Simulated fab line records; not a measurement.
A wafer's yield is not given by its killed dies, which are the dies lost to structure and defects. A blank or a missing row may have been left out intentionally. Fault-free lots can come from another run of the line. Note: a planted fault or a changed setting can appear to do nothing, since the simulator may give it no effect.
A single fault, viewed from 2 desks / flow berkeley_cmos170 / each desk holds nothing but its own numbers, with what lay behind them at the end

FOR THE TOOL OWNER'S DESK: lpcvd-01
The tool's own readings at UCB170_ACTIVE_CVD_05 (deposits Si3N4 from SiH2Cl2/NH3, target thk 220 nm, time 3300 s): means of the sampled wafers that have a number, for each lot that ran on this tool. Marked OUT: a lot whose mean sits more than 4 standard deviations from the usual mean, which makes it out of limits; the brackets give that distance.
Columns: A = spike_tc_load_C at UCB170_ACTIVE_CVD_05, usual 820.4 C
lot=L554; first seen here=day 4 05:02; A=819.8
lot=L556; first seen here=day 4 15:36; A=820.4
lot=L557; first seen here=day 4 21:56; A=820.4
lot=L558; first seen here=day 4 21:56; A=817.9
lot=L562; first seen here=day 5 15:35; A=820.0
lot=L563; first seen here=day 5 21:41; A=817.0
lot=L564; first seen here=day 5 21:41; A=819.8
lot=L566; first seen here=day 6 09:47; A=820.6
lot=L576; first seen here=day 9 01:31; A=820.5
This desk's finding: nothing out of limits on any of the 9 lots.

AT THE METROLOGY DESK
Lot by lot, what the gauges showed, no matter which tool ran the lot: averages of those sampled wafers that carry a number. Marked OUT: a lot whose mean sits more than 4 standard deviations from the usual mean, which makes it out of limits; the brackets give that distance.
Columns: A = ACTIVE_NITRIDE_THK at UCB170_ACTIVE_THK_MEAS_06, usual 219.5 nm; B = M3_OVL at UCB170_M3_OVL_MEAS_16, usual 2 nm; C = M3_BOW at UCB170_M3_BOW_MEAS_20, usual 37 um
lot=L554; first seen here=day 4 06:58; A=219.7; B=2; C=31
lot=L556; first seen here=day 4 17:31; A=221.7; B=-5; C=34
lot=L558; first seen here=day 4 23:51; A=220.5; B=7; C=39
lot=L557; first seen here=day 4 23:53; A=217.9; B=2; C=33
lot=L560; first seen here=day 5 11:47; A=222.4; B=7; C=38
lot=L561; first seen here=day 5 11:47; A=219.0; B=1; C=47
lot=L562; first seen here=day 5 17:31; A=221.0; B=2; C=43
lot=L563; first seen here=day 5 23:36; A=220.5; B=2; C=46
lot=L564; first seen here=day 5 23:36; A=219.6; B=0; C=42
lot=L566; first seen here=day 6 11:43; A=211.3 (-4.3) OUT; B=9; C=38
lot=L574; first seen here=day 8 13:46; A=219.2; B=5; C=33
lot=L575; first seen here=day 8 13:46; A=220.3; B=-9; C=30
lot=L576; first seen here=day 9 03:26; A=218.9; B=-2; C=30
Finding of this desk: L566 out of limits, first seen on L566 at day 6 11:43 (ACTIVE_NITRIDE_THK at UCB170_ACTIVE_THK_MEAS_06). L554, L556, L558, L557, L560, L561, L562, L563, L564, L574, L575, L576 stayed within limits.

PUT TOGETHER
At day 6 11:43 the metrology desk could have sounded an alarm, on L566.
Nothing out of limits was seen by the tool owner's desk.
Tool owner's desk: L566 on record, inside its limits.
UCB170_ACTIVE_CVD_05 was run on lpcvd-01 by each of the lots named.

WHAT THE SIMULATOR HAD INSERTED
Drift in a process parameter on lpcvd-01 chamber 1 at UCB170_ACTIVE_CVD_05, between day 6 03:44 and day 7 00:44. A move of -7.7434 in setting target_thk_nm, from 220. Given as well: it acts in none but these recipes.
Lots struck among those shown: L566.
Hours from the fault's start to each desk's first reading out of limits: the metrology desk, 8.
